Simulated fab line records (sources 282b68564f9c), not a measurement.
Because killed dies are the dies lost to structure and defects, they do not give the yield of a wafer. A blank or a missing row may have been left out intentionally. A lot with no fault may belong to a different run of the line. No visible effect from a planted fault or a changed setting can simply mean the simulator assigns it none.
fab line records	flow rit-cmos
record: lots: 13	wafers: 39	last-day: 7
route steps=202 shown FOX2@24 NWELL@34 WELLDRIVE@50 M1@202
lots untouched by any fault: they come from a run of this same line in which no faults occurred
start-h: hours from the record's first day to the start of the lot's first wafer shown	wait-h: how many hours have passed since the lot's step before this one	" the same as in the row above	L1.1+2: a single row standing in for several wafers	- value missing, or start not given	* or withheld: withheld	< > ~ a bound
route shown NAME@n: NAME is a module with steps in the file, n the number in the route of the first one	usual: mean/standard deviation taken from wafers without a fault	same: alike in all rows	chamber/n: place in a boat	sites: each site's reading	_std_site: how widely they spread, as a standard deviation	_edge_site: outer sites' mean less inner sites'	radius-mm: for every site, how far away it sits from the centre of the wafer	mask NAME#n: copy n	behind: the most recent tool/chamber to have shaped the wafer	hold: reason for holding the lot/hours on hold/outcome of the hold	device: the transistor (n, p or np) that didn't switch	end of line: the tests these same wafers got at the end of their route	a step given without rows: its recipe and nothing more	killed: count of dies lost to structure and defects at first sort (not the wafer's yield)	map: shows each die of a wafer: x if killed, . if not, _ if none is there
set.NAME: the setting as run; set.NAME@STEP: as run at that earlier step	model.NAME: the simulator's own value behind a step, which no gauge read
a sample of lots followed through the steps of the route, with each step as a table and each wafer as a row
services: when a tool's chamber went out of use (start-h, in hours from the record's first day, below 0 if earlier), for how many hours, and the reason
== steps ==
step: RIT_FOX2_THK_MEAS_01
recipe: reads: SiO2_of_FOX2_OXIDATION_00
usual: FOX2_OXIDE_THK: 351/6.2
lot.wafer	tool	chamber	start-h	wait-h	FOX2_OXIDE_THK[nm]
L671.2	film-metro-01	-	19.22	0.0	342
L671.3	"	-	"	"	347
L671.5	"	-	"	"	345
L672.4	film-metro-01	-	27.78	0.0	353
L672.5	"	-	"	"	362
L672.6	"	-	"	"	360
L673.2	film-metro-02	-	29.07	0.0	351
L673.5	"	-	"	"	353
L673.6	"	-	"	"	345
L675.1	film-metro-02	-	38.43	0.0	346
L675.2	"	-	"	"	348
L675.5	"	-	"	"	351
L677.2	film-metro-03	-	48.51	0.0	345
L677.4	"	-	"	"	345
L677.6	"	-	"	"	344
L678.1	film-metro-01	-	53.36	0.0	356
L678.3	"	-	"	"	359
L678.6	"	-	"	"	358
L685.1	film-metro-02	-	89.16	0.0	357
L685.3	"	-	"	"	358
L685.4	"	-	"	"	352
L686.2	film-metro-01	-	95.86	0.0	360
L686.3	"	-	"	"	361
L686.4	"	-	"	"	364
L687.2	film-metro-02	-	100.28	0.0	342
L687.5	"	-	"	"	348
L687.6	"	-	"	"	346
L689.1	film-metro-01	-	108.87	0.0	347
L689.2	"	-	"	"	348
L689.6	"	-	"	"	346
L690.2	film-metro-03	-	113.84	0.0	353
L690.3	"	-	"	"	357
L690.6	"	-	"	"	354
L693.2	film-metro-03	-	129.88	0.0	349
L693.4	"	-	"	"	345
L693.5	"	-	"	"	347
L694.3	film-metro-03	-	135.70	0.0	352
L694.5	"	-	"	"	351
L694.6	"	-	"	"	355
step: RIT_FOX2_THK_MEAS_90
recipe: reads: SiO2_of_FOX2_OXIDATION_00
usual: FIELD_OXIDE_LEFT_1_THK: 324/6.2
lot.wafer	tool	chamber	start-h	wait-h	FIELD_OXIDE_LEFT_1_THK[nm]
L671.2	film-metro-01	-	20.16	0.0	315
L671.3	"	-	"	"	319
L671.5	"	-	"	"	317
L672.4	film-metro-01	-	28.65	0.0	326
L672.5	"	-	"	"	335
L672.6	"	-	"	"	333
L673.2	film-metro-03	-	29.95	0.0	323
L673.5	"	-	"	"	325
L673.6	"	-	"	"	318
L675.1	film-metro-03	-	39.31	0.0	319
L675.2	"	-	"	"	320
L675.5	"	-	"	"	324
L677.2	film-metro-02	-	49.39	0.0	317
L677.4	"	-	"	"	318
L677.6	"	-	"	"	317
L678.1	film-metro-02	-	54.23	0.0	329
L678.3	"	-	"	"	332
L678.6	"	-	"	"	331
L685.1	film-metro-01	-	90.04	0.0	329
L685.3	"	-	"	"	331
L685.4	"	-	"	"	325
L686.2	film-metro-01	-	96.80	0.0	333
L686.3	"	-	"	"	333
L686.4	"	-	"	"	337
L687.2	film-metro-03	-	101.16	0.0	314
L687.5	"	-	"	"	321
L687.6	"	-	"	"	318
L689.1	film-metro-03	-	109.82	0.0	319
L689.2	"	-	"	"	321
L689.6	"	-	"	"	318
L690.2	film-metro-03	-	114.79	0.0	326
L690.3	"	-	"	"	329
L690.6	"	-	"	"	328
L693.2	film-metro-01	-	130.88	0.0	321
L693.4	"	-	"	"	318
L693.5	"	-	"	"	320
L694.3	film-metro-02	-	136.58	0.0	324
L694.5	"	-	"	"	323
L694.6	"	-	"	"	327
step: RIT_NWELL_OVL_MEAS_06
usual: NWELL_OVL: 0.6/1.1
lot.wafer	tool	chamber	start-h	wait-h	NWELL_OVL[nm]
L671.2	overlay-01	-	21.23	-	0.2
L671.3	"	-	"	"	0.1
L671.5	"	-	"	"	-0.1
L672.4	overlay-02	-	29.58	-	-0.5
L672.5	"	-	"	"	0.9
L672.6	"	-	"	"	-0.4
L673.2	overlay-01	-	30.89	-	-0.5
L673.5	"	-	"	"	-1.3
L673.6	"	-	"	"	-0.2
L675.1	overlay-01	-	43.62	-	0.7
L675.2	"	-	"	"	2.4
L675.5	"	-	"	"	0.8
L677.2	overlay-02	-	50.32	-	1.1
L677.4	"	-	"	"	0.9
L677.6	"	-	"	"	-0.5
L678.1	overlay-02	-	55.17	-	0.5
L678.3	"	-	"	"	-0.5
L678.6	"	-	"	"	0.9
L685.1	overlay-02	-	90.98	-	1.6
L685.3	"	-	"	"	1.6
L685.4	"	-	"	"	2.4
L686.2	overlay-01	-	97.74	-	1.5
L686.3	"	-	"	"	2.3
L686.4	"	-	"	"	0.6
L687.2	overlay-02	-	102.33	-	-0.6
L687.5	"	-	"	"	-1.1
L687.6	"	-	"	"	-0.8
L689.1	overlay-01	-	110.95	-	-1.6
L689.2	"	-	"	"	1.5
L689.6	"	-	"	"	0.5
L690.2	overlay-01	-	115.72	-	0.0
L690.3	"	-	"	"	0.0
L690.6	"	-	"	"	-0.3
L693.2	overlay-02	-	131.94	-	0.4
L693.4	"	-	"	"	0.6
L693.5	"	-	"	"	-0.1
L694.3	overlay-02	-	137.64	-	1.5
L694.5	"	-	"	"	0.5
L694.6	"	-	"	"	1.9
step: RIT_WELLDRIVE_ANNEAL_00
recipe: temp-c: 1100	time-s: 14700	ambient: N2
usual: run-length-s: 18264/9.9	tube_center_temp_C_max: 1102.8/0.45	zone-power-load-pct: 42.3/1.7
lot.wafer	tool	chamber	start-h	wait-h	run-length-s	tube_center_temp_C_max	zone-power-load-pct
L671.2	furnace-03	0	23.93	0.4	18260	1102.9	44.5
L671.3	"	0	"	"	18260	1102.5	44.6
L671.5	"	0	"	"	18260	1102.3	43.9
L672.4	furnace-01	0	31.91	0.0	18264	1103.1	40.3
L672.5	"	0	"	"	18264	1102.3	40.1
L672.6	"	0	"	"	18264	1102.6	41.3
L673.2	furnace-03	0	34.07	0.9	18247	1102.8	44.6
L673.5	"	0	"	"	18247	1102.5	44.7
L673.6	"	0	"	"	18247	1102.8	43.9
L675.1	furnace-04	0	46.12	0.1	18276	1103.2	41.5
L675.2	"	0	"	"	18276	1104.0	41.8
L675.5	"	0	"	"	18276	1103.3	41.7
L677.2	furnace-01	0	52.84	0.0	18268	1102.6	40.6
L677.4	"	0	"	"	18268	1102.5	40.8
L677.6	"	0	"	"	18268	1103.2	40.7
L678.1	furnace-03	0	58.46	1.0	9435	1103.1	45.0
L678.3	"	0	"	"	9435	1104.4	45.0
L678.6	"	0	"	"	9435	1101.7	44.4
L685.1	furnace-01	0	93.93	0.6	18283	1102.6	40.5
L685.3	"	0	"	"	18283	1102.6	40.9
L685.4	"	0	"	"	18283	1102.7	40.3
L686.2	furnace-04	0	100.27	0.1	18264	1102.8	41.1
L686.3	"	0	"	"	18264	1102.5	42.0
L686.4	"	0	"	"	18264	1102.5	42.1
L687.2	furnace-04	0	105.35	0.9	18261	1104.3	41.2
L687.5	"	0	"	"	18261	1102.5	42.3
L687.6	"	0	"	"	18261	1102.7	42.4
L689.1	furnace-01	0	113.17	0.1	18271	1104.2	40.4
L689.2	"	0	"	"	18271	1102.8	40.5
L689.6	"	0	"	"	18271	1102.8	40.9
L690.2	furnace-01	0	118.26	0.2	18271	1102.4	41.0
L690.3	"	0	"	"	18271	1102.2	40.6
L690.6	"	0	"	"	18271	1102.4	40.7
L693.2	furnace-01	0	134.77	0.5	18273	1102.8	40.8
L693.4	"	0	"	"	18273	1102.7	41.0
L693.5	"	0	"	"	18273	1102.7	40.1
L694.3	furnace-01	0	139.85	0.0	18273	1103.3	41.4
L694.5	"	0	"	"	18273	1103.5	40.6
L694.6	"	0	"	"	18273	1103.1	41.2
step: RIT_WELLDRIVE_RS_MEAS_01
recipe: thk-meas-gauge: four-point-probe
usual: NWELL_RS: 275.5/0.74
lot.wafer	tool	chamber	start-h	wait-h	hold	NWELL_RS[ohm/sq]
L671.2	film-metro-01	-	29.03	0.0	-	274.7
L671.3	"	-	"	"	-	274.3
L671.5	"	-	"	"	-	274.7
L672.4	film-metro-02	-	37.05	0.1	-	275.7
L672.5	"	-	"	"	-	275.8
L672.6	"	-	"	"	-	276.0
L673.2	film-metro-01	-	39.17	0.0	-	275.1
L673.5	"	-	"	"	-	276.6
L673.6	"	-	"	"	-	276.3
L675.1	film-metro-04	-	51.21	0.0	-	275.3
L675.2	"	-	"	"	-	274.3
L675.5	"	-	"	"	-	274.6
L677.2	film-metro-01	-	57.94	0.0	-	275.1
L677.4	"	-	"	"	-	275.4
L677.6	"	-	"	"	-	275.3
L678.1	film-metro-02	-	63.54	2.5	await-dispo/0.2h/release	320.8
L678.3	"	-	"	"	await-dispo/0.2h/release	320.4
L678.6	"	-	"	"	await-dispo/0.2h/release	320.5
L678.1	film-metro-02	-	63.83	0.3	-	321.0
L678.3	"	-	"	"	-	320.0
L678.6	"	-	"	"	-	320.4
L685.1	film-metro-01	-	99.01	0.0	-	275.4
L685.3	"	-	"	"	-	275.2
L685.4	"	-	"	"	-	275.8
L686.2	film-metro-01	-	105.37	0.0	-	275.8
L686.3	"	-	"	"	-	275.7
L686.4	"	-	"	"	-	276.1
L687.2	film-metro-01	-	110.46	0.0	-	275.3
L687.5	"	-	"	"	-	275.3
L687.6	"	-	"	"	-	275.7
L689.1	film-metro-02	-	118.26	0.0	-	275.9
L689.2	"	-	"	"	-	276.2
L689.6	"	-	"	"	-	275.5
L690.2	film-metro-02	-	123.36	0.0	-	275.2
L690.3	"	-	"	"	-	275.5
L690.6	"	-	"	"	-	274.9
L693.2	film-metro-02	-	139.87	0.0	-	274.5
L693.4	"	-	"	"	-	275.3
L693.5	"	-	"	"	-	275.1
L694.3	film-metro-01	-	144.98	0.0	-	276.0
L694.5	"	-	"	"	-	275.4
L694.6	"	-	"	"	-	276.5
step: RIT_M1_PROBE_99
usual: defect-limited-yield: 97.4/1.2	killed_at_M0_to_M3: 0.0/0.12	killed-at-front-end: 7/3.1	killed-dies: 7/3.1	killed-open: 3.5/2.2	killed-short: 3.3/1.9	sort_bin_3_pad_short: 0.1/0.21	sort_bin_5_function: 1.4/0.81	sort_bin_6_memory: 1.0/0.65	sort-n-pass: 257/3.1	sort-yield-pct: 97.4/1.2
same: gross-dies: 264	killed_at_M4_up: 0	killed-at-back-side: 0	killed-at-contacts: 0	killed-at-other: 0
lot.wafer	tool	chamber	start-h	wait-h	defect-limited-yield[%]	killed_at_M0_to_M3	killed-at-front-end	killed-dies	killed-open	killed-short	sort_bin_3_pad_short[%]	sort_bin_5_function[%]	sort_bin_6_memory[%]	sort-n-pass	sort-yield-pct[%]
L671.2	prober-02	-	60.38	0.1	96.6	0	9	9	3	6	0.4	1.9	1.1	255	96.6
L671.3	prober-02	-	60.43	0.2	98.1	0	5	5	4	1	0	1.5	0.4	259	98.1
L671.5	prober-02	-	60.53	0.2	97.3	0	7	7	4	3	0	1.1	1.5	257	97.3
L672.4	prober-01	-	66.61	0.2	98.5	0	4	4	2	2	0	0	1.5	260	98.5
L672.5	prober-01	-	66.66	0.2	99.2	0	2	2	0	2	0	0.4	0.4	262	99.2
L672.6	prober-01	-	66.71	0.2	97.0	0	8	8	5	3	0.4	1.5	1.1	256	97.0
L673.2	prober-02	-	72.49	0.1	97.3	0	7	7	2	5	0	2.3	0.4	257	97.3
L673.5	prober-02	-	72.64	0.2	96.6	0	9	9	3	6	0	1.5	1.9	255	96.6
L673.6	prober-02	-	72.69	0.2	96.6	0	9	9	2	7	0.4	1.5	1.5	255	96.6
L675.1	prober-01	-	86.27	0.1	99.6	0	1	1	1	0	0	0.4	0	263	99.6
L675.2	prober-01	-	86.32	0.1	99.2	0	2	2	1	1	0	0.4	0.4	262	99.2
L675.5	prober-01	-	86.47	0.2	97.7	0	6	6	3	3	0	0.4	1.9	258	97.7
L677.2	prober-01	-	88.68	0.1	95.1	0	13	13	11	2	0.4	3.0	1.5	251	95.1
L677.4	prober-01	-	88.78	0.2	98.9	0	3	3	3	0	0	0.8	0.4	261	98.9
L677.6	prober-01	-	88.88	0.2	96.2	0	10	10	4	6	0	2.7	1.1	254	96.2
L685.1	prober-01	-	128.67	0.1	96.6	0	9	9	2	7	0.4	1.1	1.9	255	96.6
L685.3	prober-01	-	128.77	0.2	98.5	0	4	4	1	3	0	1.1	0.4	260	98.5
L685.4	prober-01	-	128.82	0.2	97.7	0	6	6	2	4	0	1.5	0.8	258	97.7
L686.2	prober-02	-	135.18	0.1	97.0	0	8	8	2	6	0.4	1.1	1.5	256	97.0
L686.3	prober-02	-	135.23	0.2	95.8	1	10	11	4	7	0	2.7	1.5	253	95.8
L686.4	prober-02	-	135.28	0.2	96.2	0	10	10	6	4	0	2.3	1.5	254	96.2
L687.2	prober-01	-	138.85	0.1	95.5	0	12	12	6	6	0	3.4	1.1	252	95.5
L687.5	prober-01	-	139.00	0.2	97.0	0	8	8	3	5	0.8	0.8	1.5	256	97.0
L687.6	prober-01	-	139.05	0.2	97.7	0	6	6	3	3	0	1.1	1.1	258	97.7
L689.1	prober-01	-	146.64	0.1	99.6	0	1	1	0	1	0	0.4	0	263	99.6
L689.2	prober-01	-	146.69	0.1	98.5	0	4	4	3	1	0	1.1	0.4	260	98.5
L689.6	prober-01	-	146.89	0.2	96.2	0	10	10	5	5	0.4	2.7	0.8	254	96.2
L690.2	prober-02	-	154.61	0.1	98.1	0	5	5	2	3	0	1.1	0.8	259	98.1
L690.3	prober-02	-	154.66	0.2	98.1	0	5	5	1	4	0	1.1	0.8	259	98.1
L690.6	prober-02	-	154.81	0.2	98.1	0	5	5	1	4	0.4	1.1	0.4	259	98.1
L693.2	prober-01	-	169.13	0.1	97.7	0	6	6	4	2	0.4	0.4	1.5	258	97.7
L693.4	prober-01	-	169.23	0.2	97.7	0	6	6	2	4	0	1.1	1.1	258	97.7
L693.5	prober-01	-	169.28	0.2	98.5	0	4	4	1	3	0	0.8	0.8	260	98.5
L694.3	prober-01	-	173.65	0.2	97.0	0	8	8	4	4	0.8	2.3	0	256	97.0
L694.5	prober-01	-	173.75	0.2	97.7	0	6	6	3	3	0	0.8	1.5	258	97.7
L694.6	prober-01	-	173.80	0.2	98.9	0	3	3	2	1	0	0.8	0.4	261	98.9
killed by level:class
L671.2 GATE:geometric-particle:short=2 GATE:geometric-particle:open=2 SILICIDE:geometric-particle:short=2 FOX2:geometric-particle:short=1 REOX:geometric-particle:short=1 SILICIDE:geometric-particle:open=1
L671.3 SILICIDE:geometric-particle:open=3 GATE:geometric-particle:open=1 SILICIDE:geometric-particle:short=1
L671.5 GATE:geometric-particle:open=3 GATE:geometric-particle:short=2 SILICIDE:geometric-particle:open=1 SILICIDE:geometric-particle:short=1
L672.4 GATE:geometric-particle:open=2 GATE:geometric-particle:short=2
L672.5 GATE:geometric-particle:short=2
L672.6 FOX1:geometric-particle:short=2 GATE:geometric-particle:open=2 FOX1:geometric-particle:open=1 FOX2:geometric-particle:open=1 GATE:geometric-particle:short=1 SPACER:geometric-particle:open=1
L673.2 SILICIDE:geometric-particle:short=3 FOX1:geometric-particle:short=1 GATE:geometric-particle:short=1 REOX:geometric-particle:open=1 SPACER:geometric-particle:open=1
L673.5 FOX1:geometric-particle:open=2 FOX1:geometric-particle:short=2 GATE:geometric-particle:short=2 ACTIVE:geometric-particle:short=1 GATE:geometric-particle:open=1 REOX:geometric-particle:short=1
L673.6 SILICIDE:geometric-particle:short=3 FOX1:geometric-particle:short=2 FOX1:geometric-particle:open=1 GATE:geometric-particle:open=1 GATE:geometric-particle:short=1 REOX:geometric-particle:short=1
L675.1 GATE:geometric-particle:open=1
L675.2 GATE:geometric-particle:short=1 REOX:geometric-particle:open=1
L675.5 GATE:geometric-particle:short=2 FOX2:geometric-particle:short=1 FOX2:geometric-particle:open=1 GATE:geometric-particle:open=1 SILICIDE:geometric-particle:open=1
L677.2 GATE:geometric-particle:open=6 FOX2:geometric-particle:open=2 SILICIDE:geometric-particle:short=2 FOX1:geometric-particle:open=1 REOX:geometric-particle:open=1 SILICIDE:geometric-particle:open=1
L677.4 ACTIVE:geometric-particle:open=1 GATE:geometric-particle:open=1 SILICIDE:geometric-particle:open=1
L677.6 GATE:geometric-particle:short=4 FOX2:geometric-particle:open=2 GATE:geometric-particle:open=2 FOX1:geometric-particle:short=1 SPACER:geometric-particle:short=1
L685.1 SPACER:geometric-particle:short=4 GATE:geometric-particle:short=2 FOX1:geometric-particle:open=1 REOX:geometric-particle:open=1 SILICIDE:geometric-particle:short=1
L685.3 FOX1:geometric-particle:short=1 GATE:geometric-particle:open=1 GATE:geometric-particle:short=1 SILICIDE:geometric-particle:short=1
L685.4 FOX1:geometric-particle:short=2 GATE:geometric-particle:short=2 SPACER:geometric-particle:open=1 SILICIDE:geometric-particle:open=1
L686.2 GATE:geometric-particle:short=2 FOX1:geometric-particle:open=1 FOX1:geometric-particle:short=1 GATE:geometric-particle:open=1 REOX:geometric-particle:short=1 SPACER:geometric-particle:short=1 SILICIDE:geometric-particle:short=1
L686.3 GATE:geometric-particle:short=4 GATE:geometric-particle:open=2 FOX1:geometric-particle:short=1 FOX1:geometric-particle:open=1 FOX2:geometric-particle:short=1 SPACER:geometric-particle:open=1 M1:geometric-particle:short=1
L686.4 GATE:geometric-particle:short=2 GATE:geometric-particle:open=2 REOX:geometric-particle:open=2 FOX1:geometric-particle:open=1 FOX1:geometric-particle:short=1 SPACER:geometric-particle:short=1 SPACER:geometric-particle:open=1
L687.2 GATE:geometric-particle:open=4 REOX:geometric-particle:short=3 GATE:geometric-particle:short=2 REOX:geometric-particle:open=2 SILICIDE:geometric-particle:short=1
L687.5 SPACER:geometric-particle:short=3 GATE:geometric-particle:open=2 GATE:geometric-particle:short=1 REOX:geometric-particle:short=1 SPACER:geometric-particle:open=1
L687.6 GATE:geometric-particle:short=3 SPACER:geometric-particle:open=3
L689.1 FOX1:geometric-particle:short=1
L689.2 GATE:geometric-particle:open=2 FOX1:geometric-particle:short=1 REOX:geometric-particle:open=1
L689.6 SPACER:geometric-particle:short=3 GATE:geometric-particle:open=2 SPACER:geometric-particle:open=2 FOX2:geometric-particle:open=1 GATE:geometric-particle:short=1 REOX:geometric-particle:short=1
L690.2 SILICIDE:geometric-particle:short=2 REOX:geometric-particle:open=1 SPACER:geometric-particle:short=1 SILICIDE:geometric-particle:open=1
L690.3 FOX2:geometric-particle:short=1 GATE:geometric-particle:open=1 GATE:geometric-particle:short=1 SPACER:geometric-particle:short=1 SILICIDE:geometric-particle:short=1
L690.6 GATE:geometric-particle:short=2 SPACER:geometric-particle:short=2 SILICIDE:geometric-particle:open=1
L693.2 REOX:geometric-particle:open=4 GATE:geometric-particle:short=1 REOX:geometric-particle:short=1
L693.4 GATE:geometric-particle:short=2 FOX1:geometric-particle:open=1 FOX2:geometric-particle:short=1 GATE:geometric-particle:open=1 SPACER:geometric-particle:short=1
L693.5 SILICIDE:geometric-particle:short=2 FOX1:geometric-particle:open=1 REOX:geometric-particle:short=1
L694.3 GATE:geometric-particle:short=3 REOX:geometric-particle:open=2 FOX2:geometric-particle:short=1 GATE:geometric-particle:open=1 SILICIDE:geometric-particle:open=1
L694.5 FOX1:geometric-particle:open=2 FOX1:geometric-particle:short=1 GATE:geometric-particle:short=1 GATE:geometric-particle:open=1 REOX:geometric-particle:short=1
L694.6 FOX1:geometric-particle:open=1 FOX2:geometric-particle:open=1 SILICIDE:geometric-particle:short=1
== services ==
tool	chamber	start-h	hours	kind
furnace-01	-	10.85	3.5	pm
furnace-04	-	16.92	9.5	pm
furnace-01	-	36.99	2.8	pm
furnace-04	-	127.04	3.1	pm
== key ==
first-sign: step: RIT_WELLDRIVE_ANNEAL_00	reading: run-length-s	direction: down	sigmas: 99+	usual: *	struck: *
effect: step: RIT_WELLDRIVE_RS_MEAS_01	reading: visit	direction: added
effect: step: RIT_WELLDRIVE_RS_MEAS_01	reading: NWELL_RS	direction: up	sigmas: 61	usual: 275.5	struck: 320.5
met-at RIT_WELLDRIVE_ANNEAL_00
struck-lots L678
scrapped-behind RIT_WELLDRIVE_RS_MEAS_01 L678.1,L678.3,L678.6
not-acting-at RIT_FOX2_THK_MEAS_01,RIT_FOX2_THK_MEAS_90,RIT_NWELL_OVL_MEAS_06
onset-between 34.07 58.46
fault: kind: process-parameter-drift	tool: furnace-03	chamber: -	onset-h: 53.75	steps: RIT_WELLDRIVE_ANNEAL_00	channel: time-s	offset: *	shape: step	end-h: 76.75	acts-in: *	stated: *
